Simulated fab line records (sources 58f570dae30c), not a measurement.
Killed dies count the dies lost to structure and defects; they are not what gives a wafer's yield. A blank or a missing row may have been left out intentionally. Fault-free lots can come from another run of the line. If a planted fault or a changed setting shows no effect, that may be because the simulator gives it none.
fab line records -- flow berkeleyCmos170
record lots=14, wafers=42, lastDay=12
route steps=331 shown NWELL@28
lots untouched by any fault: they come from a run of this same line in which no faults occurred
startH: the number of hours between the record's first day and the start of the first shown wafer of the lot -- waitH: how many hours have passed since the lot's step before this one -- " unchanged from the row above -- L1.1+2: one row covering several wafers at once -- - no value present, or no start provided -- * or withheld: withheld -- < > ~ a bound
route shown NAME@n: names a module that has steps shown in the file, with the first one's number in the route -- usual: mean/standard deviation taken from wafers without a fault -- same: alike in all rows -- chamber/n: place in a boat -- sites: readings site by site -- _std_site: standard deviation of those values -- _edge_site: outer sites' mean less inner sites' -- radiusMm: for every site, how far away it sits from the centre of the wafer -- mask NAME#n: copy n -- behind: the tool/chamber that last shaped the wafer -- hold: the reason the lot was held/the length of the hold in hours/how it ended -- device: the transistor (n, p or np) that didn't switch -- end of line: the tests these same wafers got at the end of their route -- a step with no rows: only its recipe -- killed: the dies lost at the first sort to structure and to defects; this is not the yield of the wafer -- map: the dies of a wafer, with x for killed, . for not killed, _ for no die there
set.NAME: the setting the step ran with; set.NAME@STEP: the setting that earlier step ran with -- model.NAME: the simulator's own value behind a step, which no gauge read
route steps across a sampled set of lots; one table per step, one row per wafer
services: the hour from which a tool's chamber was out of use, counted from the record's first day as startH (under 0 if before that day), plus the number of hours and why
## steps
# step UCB170_NWELL_IMPLANT_14
# recipe species=P, doseCm2=1e+13, energyKev=150, tiltDeg=7
# usual beamEnergyKeV=150.00/0.046, endStationPressureTorr=5e-06/2.8e-07
lot.wafer,tool,chamber,startH,waitH,beamEnergyKeV,endStationPressureTorr
L739.1,implanter-01,0,31.94,0.1,149.97,4.92e-06
L739.3,implanter-01,0,31.94,0.1,149.95,4.74e-06
L739.6,implanter-01,0,31.94,0.1,150.13,4.82e-06
L741.1,implanter-03,0,40.87,0.1,150.04,4.9e-06
L741.4,implanter-03,0,40.87,0.1,149.99,5.2e-06
L741.6,implanter-03,0,40.87,0.1,150.04,4.84e-06
L740.2,implanter-02,0,40.95,0.1,150.08,4.99e-06
L740.4,implanter-02,0,40.95,0.1,149.97,5.38e-06
L740.6,implanter-02,0,40.95,0.1,150.00,4.95e-06
L742.2,implanter-03,0,47.93,0.1,150.00,4.64e-06
L742.4,implanter-03,0,47.93,0.1,150.02,5.32e-06
L742.5,implanter-03,0,47.93,0.1,149.99,5.58e-06
L743.1,implanter-03,0,54.47,0.1,149.94,5.03e-06
L743.5,implanter-03,0,54.47,0.1,149.98,5.01e-06
L743.6,implanter-03,0,54.47,0.1,149.99,5.28e-06
L745.1,implanter-02,0,69.35,0.1,150.09,5.43e-06
L745.4,implanter-02,0,69.35,0.1,150.01,4.79e-06
L745.6,implanter-02,0,69.35,0.1,150.02,5.46e-06
L746.1,implanter-03,0,69.40,0.1,150.07,4.52e-06
L746.3,implanter-03,0,69.40,0.1,150.01,5.36e-06
L746.4,implanter-03,0,69.40,0.1,150.03,4.98e-06
L747.1,implanter-03,0,74.69,0.1,149.93,4.91e-06
L747.2,implanter-03,0,74.69,0.1,149.94,5.19e-06
L747.5,implanter-03,0,74.69,0.1,149.94,4.89e-06
L748.2,implanter-03,0,84.00,0.1,97.50,4.84e-06
L748.3,implanter-03,0,84.00,0.1,97.48,5.03e-06
L748.6,implanter-03,0,84.00,0.1,97.47,4.96e-06
L749.1,implanter-01,0,84.15,0.1,149.99,5.36e-06
L749.4,implanter-01,0,84.15,0.1,149.93,5.09e-06
L749.6,implanter-01,0,84.15,0.1,150.00,5.11e-06
L750.1,implanter-03,0,94.96,0.1,97.57,5.31e-06
L750.5,implanter-03,0,94.96,0.1,97.54,4.72e-06
L750.6,implanter-03,0,94.96,0.1,97.52,5.76e-06
L754.2,implanter-01,0,118.26,0.1,150.01,4.64e-06
L754.3,implanter-01,0,118.26,0.1,150.04,5.1e-06
L754.4,implanter-01,0,118.26,0.1,149.93,5.19e-06
L760.2,implanter-01,0,148.16,0.1,150.01,4.85e-06
L760.4,implanter-01,0,148.16,0.1,150.02,5.65e-06
L760.6,implanter-01,0,148.16,0.1,149.97,4.99e-06
L762.2,implanter-01,0,153.60,0.1,150.02,4.56e-06
L762.5,implanter-01,0,153.60,0.1,150.11,4.35e-06
L762.6,implanter-01,0,153.60,0.1,150.11,5.26e-06
# step UCB170_NWELL_TW_MEAS_16
# usual NWELL_TW=1235/13
lot.wafer,tool,chamber,startH,waitH,NWELL_TW
L739.1,filmMetro-01,-,32.19,0.1,1215
L739.3,filmMetro-01,-,32.19,0.1,1220
L739.6,filmMetro-01,-,32.19,0.1,1229
L741.1,filmMetro-01,-,41.12,0.1,1222
L741.4,filmMetro-01,-,41.12,0.1,1229
L741.6,filmMetro-01,-,41.12,0.1,1227
L740.2,filmMetro-04,-,41.19,0.1,1252
L740.4,filmMetro-04,-,41.19,0.1,1241
L740.6,filmMetro-04,-,41.19,0.1,1242
L742.2,filmMetro-04,-,48.17,0.1,1252
L742.4,filmMetro-04,-,48.17,0.1,1250
L742.5,filmMetro-04,-,48.17,0.1,1252
L743.1,filmMetro-01,-,54.72,0.1,1224
L743.5,filmMetro-01,-,54.72,0.1,1222
L743.6,filmMetro-01,-,54.72,0.1,1216
L745.1,filmMetro-04,-,69.60,0.1,1243
L745.4,filmMetro-04,-,69.60,0.1,1247
L745.6,filmMetro-04,-,69.60,0.1,1246
L746.1,filmMetro-02,-,69.65,0.1,1246
L746.3,filmMetro-02,-,69.65,0.1,1242
L746.4,filmMetro-02,-,69.65,0.1,1247
L747.1,filmMetro-02,-,74.94,0.1,1247
L747.2,filmMetro-02,-,74.94,0.1,1252
L747.5,filmMetro-02,-,74.94,0.1,1248
L748.2,filmMetro-01,-,84.24,0.1,1110
L748.3,filmMetro-01,-,84.24,0.1,1112
L748.6,filmMetro-01,-,84.24,0.1,1106
L749.1,filmMetro-02,-,84.40,0.1,1247
L749.4,filmMetro-02,-,84.40,0.1,1246
L749.6,filmMetro-02,-,84.40,0.1,1247
L750.1,filmMetro-01,-,95.21,0.1,1114
L750.5,filmMetro-01,-,95.21,0.1,1109
L750.6,filmMetro-01,-,95.21,0.1,1105
L754.2,filmMetro-02,-,118.50,0.1,1253
L754.3,filmMetro-02,-,118.50,0.1,1252
L754.4,filmMetro-02,-,118.50,0.1,1244
L760.2,filmMetro-02,-,148.39,0.1,1256
L760.4,filmMetro-02,-,148.39,0.1,1244
L760.6,filmMetro-02,-,148.39,0.1,1246
L762.2,filmMetro-04,-,153.83,0.1,1233
L762.5,filmMetro-04,-,153.83,0.1,1231
L762.6,filmMetro-04,-,153.83,0.1,1236
## services
tool,chamber,startH,hours,kind
implanter-01,-,33.18,2.1,repair
implanter-01,-,51.76,7.0,pm
implanter-02,-,80.97,95.6,pm
## key
firstSign step=UCB170_NWELL_IMPLANT_14, reading=beamEnergyKeV, direction=down, sigmas=99+, usual=150.00, struck=97.51
effect step=UCB170_NWELL_TW_MEAS_16, reading=NWELL_TW, direction=down, sigmas=9.6, usual=1235, struck=1109
metAt UCB170_NWELL_IMPLANT_14
struckLots L748,L750
testerLeftOut L748,L750
onsetBetween 74.69 84.00
fault kind=processParameterDrift, tool=implanter-03, chamber=-, onsetH=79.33, steps=UCB170_NWELL_IMPLANT_14, channel=energyKev, offset=-52.5, shape=step, endH=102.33, actsIn=theseRecipesOnly, stated=150
# testerLeftOut: of these lots the tester's yield and bins aren't shown, on N5 and GAA mostly nor the transistor test; their killed dies are dies lost to structure and defects alone, not to doping, threshold or leakage, so they don't give the yield
